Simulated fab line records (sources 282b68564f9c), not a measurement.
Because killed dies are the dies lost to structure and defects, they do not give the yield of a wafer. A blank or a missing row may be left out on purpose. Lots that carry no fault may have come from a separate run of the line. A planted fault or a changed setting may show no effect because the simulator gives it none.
The tool behind it: which one? / flow rit cmos / Sampling: 6 lots, 18 wafers, 4 of 202 route steps

## WHAT EACH GAUGE READ, for each wafer
RIT_PLDD_TW_MEAS_10.
lot=L431; measured=day 3 00:11; on=film metro-02; PLDD_TW=2313 2311 2298
lot=L433; measured=day 3 11:58; on=film metro-04; PLDD_TW=2323 2344 2341
lot=L436; measured=day 4 03:47; on=film metro-03; PLDD_TW=2756 2762 2751
lot=L448; measured=day 6 16:05; on=film metro-04; PLDD_TW=2349 2341 2348
lot=L450; measured=day 6 23:32; on=film metro-03; PLDD_TW=2345 2349 2351
lot=L452; measured=day 7 12:28; on=film metro-03; PLDD_TW=2362 2357 2362

## EACH LOT AND THE TOOL THAT RAN IT (in order: tool; ch and the chambers of the sampled wafers; start)
lot=L431; RIT_ACTIVE_STRIP_14=plasma asher-02 ch 0,1, day 1 20:00; RIT_GATE_STRIP_20=plasma asher-04 ch 0,1, day 2 18:08; RIT_PLDD_IMPLANT_08=implanter-03 ch 0, day 2 23:53
lot=L433; RIT_ACTIVE_STRIP_14=plasma asher-01 ch 0,1, day 2 05:58; RIT_GATE_STRIP_20=plasma asher-03 ch 0,1, day 3 05:30; RIT_PLDD_IMPLANT_08=implanter-01 ch 0, day 3 11:38
lot=L436; RIT_ACTIVE_STRIP_14=plasma asher-01 ch 0,1, day 2 21:06; RIT_GATE_STRIP_20=plasma asher-01 ch 0,1, day 3 20:17; RIT_PLDD_IMPLANT_08=implanter-03 ch 0, day 4 03:09
lot=L448; RIT_ACTIVE_STRIP_14=plasma asher-04 ch 0,1, day 5 10:49; RIT_GATE_STRIP_20=plasma asher-03 ch 0,1, day 6 09:41; RIT_PLDD_IMPLANT_08=implanter-01 ch 0, day 6 15:45
lot=L450; RIT_ACTIVE_STRIP_14=plasma asher-01 ch 0,1, day 5 19:02; RIT_GATE_STRIP_20=plasma asher-01 ch 0,1, day 6 17:02; RIT_PLDD_IMPLANT_08=implanter-02 ch 0, day 6 23:14
lot=L452; RIT_ACTIVE_STRIP_14=plasma asher-02 ch 0,1, day 6 04:54; RIT_GATE_STRIP_20=plasma asher-04 ch 0,1, day 7 05:19; RIT_PLDD_IMPLANT_08=implanter-03 ch 0, day 7 12:10
- RIT_ACTIVE_STRIP_14: strips in O2, time 180 s.
- RIT_GATE_STRIP_20: strips in O2, time 180 s.
- RIT_PLDD_IMPLANT_08

## THE ANSWER, worked out from the rows above alone
Rule: the usual values come from the lots themselves. Put in order of their means at a reading, lots are off if they are a third of the lots or fewer, leave a main group of 4 or more, and stand apart from it by a gap of 3 or more times the standard deviation of the main group's means; of several such gaps the widest counts. A main group whose means are all the same, to the digits that the tables above print for the reading, isn't used. A lot without any number at a reading at which 4 lots or more have one is off too. Any other lot the step has rows for is counted as sound.
Off: at RIT_PLDD_TW_MEAS_10 (PLDD_TW), L436. The main group: mean 2340, standard deviation 18.
A tool fits if, at a process step before that reading, it ran every lot that is off, and no sound lot after the first of them. Those tools and the gauges at RIT_PLDD_TW_MEAS_10 are tried in the same way. None of those tried fits.

## WHAT WAS PUT IN BY THE SIMULATOR
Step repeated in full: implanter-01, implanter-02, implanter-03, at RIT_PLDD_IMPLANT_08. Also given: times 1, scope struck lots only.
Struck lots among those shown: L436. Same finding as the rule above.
